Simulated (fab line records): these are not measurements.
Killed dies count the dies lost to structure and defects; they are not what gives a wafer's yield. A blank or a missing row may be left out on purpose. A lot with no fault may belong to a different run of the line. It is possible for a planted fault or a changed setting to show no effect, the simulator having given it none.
One fault through the eyes of 2 desks + flow rit_cmos + each desk has only its own numbers; what lay behind them comes last

FROM THE METROLOGY DESK
Lot by lot, what the gauges showed, no matter which tool ran the lot: averages of those sampled wafers that carry a number. A lot is out of limits, marked OUT, if its mean lies more than 4 standard deviations from the usual mean; the brackets give that distance.
Columns: A = NRETRO_OVL at RIT_NRETRO_OVL_MEAS_06, usual 1.2 nm; B = GATE_POLY_THK at RIT_GATE_THK_MEAS_09, usual 249.9 nm; C = REOX_OXIDE_THK at RIT_REOX_THK_MEAS_04, usual 25.2 nm; D = PLDD_TW at RIT_PLDD_TW_MEAS_10, usual 2357; E = PLDD_RS at RIT_SDANNEAL_RS_MEAS_06, usual 178.6 ohm/sq
| lot  | first seen here | A    | B     | C    | D               | E               |
|------|-----------------|------|-------|------|-----------------|-----------------|
| L183 | day 2 05:02     | 2.6  | 248.3 | 26.3 | 2348            | 178.5           |
| L184 | day 2 09:58     | 1.4  | 248.6 | 25.7 | 2392            | 178.3           |
| L185 | day 2 14:45     | 2.7  | 251.2 | 25.5 | 2386            | 178.3           |
| L186 | day 2 20:55     | 1.4  | 250.3 | 26.4 | 2316            | 179.0           |
| L187 | day 3 02:20     | -1.1 | 251.3 | 25.0 | 2388            | 178.8           |
| L191 | day 3 22:05     | 1.3  | 251.6 | 25.3 | 2110 (-9.9) OUT | 222.6 (+96) OUT |
| L192 | day 4 02:13     | 1.5  | 245.1 | 24.8 | 2107 (-10) OUT  | 222.8 (+96) OUT |
| L193 | day 4 08:29     | 0.1  | 249.7 | 24.9 | 2374            | 178.2           |
| L195 | day 4 17:25     | -0.3 | 250.6 | 25.6 | 2322            | 178.9           |
| L197 | day 5 03:02     | 0.3  | 251.1 | 24.8 | 2375            | 178.4           |
| L198 | day 5 09:22     | 0.7  | 251.2 | 25.0 | 2359            | 178.7           |
| L200 | day 5 18:43     | 1.3  | 248.7 | 25.4 | 2362            | 177.4           |
| L201 | day 5 23:53     | 2.3  | 249.7 | 24.8 | 2328            | 178.4           |
| L203 | day 6 14:03     | 2.8  | 250.7 | 24.9 | 2317            | 178.5           |
This desk finds L191, L192 out of limits, with the earliest case on L191 at day 4 11:54 (PLDD_TW at RIT_PLDD_TW_MEAS_10). L183, L184, L185, L186, L187, L193, L195, L197, L198, L200, L201, L203: within limits.

DESK OF THE TOOL OWNER: implanter-01
The tool's own readings at RIT_PLDD_IMPLANT_08, given as means over the sampled wafers that have a number, one for each lot that went through this tool. A lot is out of limits, marked OUT, if its mean lies more than 4 standard deviations from the usual mean; the brackets give that distance.
Columns: A = dose_ions_cm2 at RIT_PLDD_IMPLANT_08, usual 9e+14; B = faraday_current_uA at RIT_PLDD_IMPLANT_08, usual 2831
| lot  | first seen here | A                       | B              |
|------|-----------------|-------------------------|----------------|
| L185 | day 3 06:26     | 9e+14                   | 2815           |
| L191 | day 4 11:34     | 6e+14 (-99 or more) OUT | 1932 (-15) OUT |
| L192 | day 4 15:24     | 6e+14 (-99 or more) OUT | 1910 (-15) OUT |
This desk's verdict: out of limits on L191, L192, starting with L191 at day 4 11:34 (dose_ions_cm2 at RIT_PLDD_IMPLANT_08). L185: within limits.

TAKEN TOGETHER
On L191, L192, at day 4 11:34, an alarm was possible from the tool owner's desk.
The metrology desk could have raised an alarm at day 4 11:54, on L191, L192.
All the named lots went through RIT_PLDD_IMPLANT_08 on implanter-01.

WHAT WAS PUT IN BY THE SIMULATOR
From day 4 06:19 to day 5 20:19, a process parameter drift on implanter-01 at RIT_PLDD_IMPLANT_08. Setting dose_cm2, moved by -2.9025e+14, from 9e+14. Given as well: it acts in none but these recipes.
Shown lots that were struck: L191, L192.
Counting hours from when the fault started, the first reading out of limits came at 5 for the tool owner's desk and at 6 for the metrology desk.
